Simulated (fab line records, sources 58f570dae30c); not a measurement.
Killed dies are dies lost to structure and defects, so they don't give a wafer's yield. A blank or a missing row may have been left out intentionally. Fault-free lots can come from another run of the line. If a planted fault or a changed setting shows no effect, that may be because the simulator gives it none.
Matching of chambers :: flow berkeley-cmos170 :: UCB170_V1_ETCH_14 on rie-diel-02 has 4 sister chambers
The step etches SiO2 in CHF3/CF4/Ar, stops on Al, target depth 1250 nm, time 291 s. 4 wafers are shown with their chamber, then 9 later ones without.

EACH WAFER AND ITS CHAMBER
wafer: L856.6
chamber: 3
drypump-motor-current-A (A): 5.6

wafer: L858.1
chamber: 0
drypump-motor-current-A (A): 5.4

wafer: L858.5
chamber: 2
drypump-motor-current-A (A): 5.1

wafer: L858.6
chamber: 1
drypump-motor-current-A (A): 6.1

WAFERS WITH NO CHAMBER GIVEN
wafer: L860.3
drypump-motor-current-A (A): 5.4

wafer: L860.4
drypump-motor-current-A (A): 6.2

wafer: L860.5
drypump-motor-current-A (A): 5.4

wafer: L862.1
drypump-motor-current-A (A): 5.6

wafer: L862.2
drypump-motor-current-A (A): 5.4

wafer: L862.4
drypump-motor-current-A (A): 5.1

wafer: L866.2
drypump-motor-current-A (A): 5.1

wafer: L866.3
drypump-motor-current-A (A): 5.6

wafer: L866.4
drypump-motor-current-A (A): 5.5

WHICH CHAMBER EACH WENT THROUGH
wafer: L860.3
from the rows above: 0
in truth: 0

wafer: L860.4
from the rows above: 1
in truth: 1

wafer: L860.5
from the rows above: 0
in truth: 0

wafer: L862.1
from the rows above: 3
in truth: 3

wafer: L862.2
from the rows above: 0
in truth: 0

wafer: L862.4
from the rows above: 2
in truth: 2

wafer: L866.2
from the rows above: 2
in truth: 2

wafer: L866.3
from the rows above: 3
in truth: 3

wafer: L866.4
from the rows above: can't be placed: 0 or 3
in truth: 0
Placed correctly: 8 of 9. Cannot be placed on the basis of these rows: 1; the candidates contain the true chamber in 1. Number placed wrongly: 0.
How it was worked out, from the rows above alone: a wafer's distance from a chamber is the root of the sum, over the readings, of the square of ((its reading less the chamber's mean) divided by the reading's scatter). If the next closest chamber is less than 2 further off than the closest, the wafer can't be placed; otherwise it belongs to the closest. A chamber's mean is the mean of its shown wafers. The scatter: root of mean squared gap, hidden wafer to nearest shown wafer, with one shown wafer a chamber.
